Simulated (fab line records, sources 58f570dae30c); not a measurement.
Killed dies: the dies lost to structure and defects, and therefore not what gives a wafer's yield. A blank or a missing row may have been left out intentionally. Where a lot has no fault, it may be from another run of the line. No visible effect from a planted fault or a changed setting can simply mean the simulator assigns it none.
The tool behind it: which one? | flow berkeley cmos170 | 42 wafers from 14 lots sampled at 2 of the route's 331 steps

== WHAT THE GAUGES READ, wafer by wafer ==
The record lacks any reading of a measuring or inspecting step that a usual standard deviation could be used to judge.

== TOOL THAT RAN EACH LOT (tool first, then ch and the chambers of the sampled wafers, then the start) ==
lot  | UCB170_NSD_COAT_01                | UCB170_NSD_STRIP_09
L850 | litho track-03 ch 0, day 8 09:23  | plasma asher-03 ch 1, day 8 10:29
L849 | litho track-02 ch 0, day 8 09:37  | plasma asher-01 ch 0,1, day 8 10:44
L851 | litho track-02 ch 0, day 8 17:30  | plasma asher-03 ch 0,1, day 8 18:41
L852 | litho track-02 ch 0, day 8 17:59  | plasma asher-01 ch 0,1, day 8 19:05
L853 | litho track-02 ch 0, day 9 18:50  | plasma asher-01 ch 0,1, day 9 19:59
L856 | litho track-03 ch 0, day 9 19:05  | plasma asher-01 ch 0,1, day 9 20:26
L855 | litho track-02 ch 0, day 9 19:20  | plasma asher-03 ch 0,1, day 9 20:31
L857 | litho track-02 ch 0, day 10 06:14 | plasma asher-04 ch 0,1, day 10 07:34
L859 | litho track-02 ch 0, day 10 23:08 | plasma asher-04 ch 0,1, day 11 00:37
L863 | litho track-03 ch 0, day 11 11:37 | plasma asher-04 ch 0,1, day 11 12:55
L862 | litho track-02 ch 0, day 11 11:52 | plasma asher-03 ch 0,1, day 11 13:02
L864 | litho track-03 ch 0, day 11 12:04 | plasma asher-01 ch 0,1, day 11 13:14
L869 | litho track-02 ch 0, day 13 02:17 | plasma asher-01 ch 0,1, day 13 03:43
L870 | litho track-04 ch 0, day 13 09:32 | plasma asher-03 ch 0,1, day 13 10:52
- UCB170_NSD_COAT_01: resist thk 900 nm.
- UCB170_NSD_STRIP_09: strips in O2.

== AS READ BY THE TOOLS THEMSELVES (means over the sampled wafers that have a number; for cases with no such wafer, the mark the record gives instead) ==
UCB170_NSD_COAT_01.
lot  | tool           | spin speed rpm (rpm)
L850 | litho track-03 | 1499.6
L849 | litho track-02 | 1500.1
L851 | litho track-02 | 1499.2
L852 | litho track-02 | 1500.9
L853 | litho track-02 | 1499.8
L856 | litho track-03 | 1499.1
L855 | litho track-02 | 1498.7
L857 | litho track-02 | 1499.7
L859 | litho track-02 | 1500.0
L863 | litho track-03 | 1358.8
L862 | litho track-02 | 1500.4
L864 | litho track-03 | 1359.3
L869 | litho track-02 | 1498.2
L870 | litho track-04 | 1499.9

UCB170_NSD_STRIP_09.
lot  | tool            | drypump motor current A (A) | oes product au (a.u.) | strip time to endpoint s (s)
L850 | plasma asher-03 | 5.6                         | 0.532                 | 36.03
L849 | plasma asher-01 | 5.8                         | 0.532                 | 36.07
L851 | plasma asher-03 | 5.5                         | 0.529                 | 35.93
L852 | plasma asher-01 | 5.6                         | 0.532                 | 35.91
L853 | plasma asher-01 | 5.6                         | 0.531                 | 35.82
L856 | plasma asher-01 | 5.6                         | 0.534                 | 35.84
L855 | plasma asher-03 | 5.5                         | 0.531                 | 35.96
L857 | plasma asher-04 | 5.8                         | 0.529                 | 35.94
L859 | plasma asher-04 | 5.8                         | 0.533                 | 35.91
L863 | plasma asher-04 | 5.6                         | 0.537                 | 37.06
L862 | plasma asher-03 | 5.5                         | 0.533                 | 35.90
L864 | plasma asher-01 | 5.9                         | 0.540                 | 37.15
L869 | plasma asher-01 | 5.6                         | 0.536                 | 35.87
L870 | plasma asher-03 | 5.5                         | 0.531                 | 35.90

== THE ANSWER, worked out from the rows above alone ==
Rule: usual is defined by the lots themselves. Put in order of their means at a reading, lots are off if they are a third of the lots or fewer, leave a main group of 4 or more, and stand apart from it by a gap of 3 or more times the standard deviation of the main group's means; of several such gaps the widest counts. If all means in a main group match to the digits the tables above print for the reading, that group is not used. A lot without any number at a reading at which 4 lots or more have one is off too. Any other lot the step has rows for is counted as sound. The gauges are gone through in route order, then the tools' own readings, and for those a lot's mean is taken as printed above. At the first step where some lot is off, the reading lying furthest off is the one used; lots without a number count as furthest.
Off: L863, L864, at UCB170_NSD_COAT_01 (spin speed rpm). Main group: mean 1499.6 rpm, sd 0.71.
A tool fits if, at that step or a process step before it, it ran every lot that is off, and no sound lot after the first of them. One candidate fits, namely litho track-03 at UCB170_NSD_COAT_01. Its last sound lot is L856 (day 9 19:05), its first lot that is off L863 (day 11 11:37): a fault that began between those two fits.
On the lots that are off, the tool's own readings at UCB170_NSD_COAT_01 differ by more than 5 times the standard deviation of the sound lots' means, which bears it out; spin speed rpm reads 1359.0 rpm there versus 1499.6 rpm on the sound lots.

== WHAT THE SIMULATOR PUT IN ==
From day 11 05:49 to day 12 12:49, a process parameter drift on litho track-03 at UCB170_NSD_COAT_01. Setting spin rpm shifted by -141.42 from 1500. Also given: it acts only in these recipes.
Struck lots among those shown: L863, L864. The rule above reached the same finding.
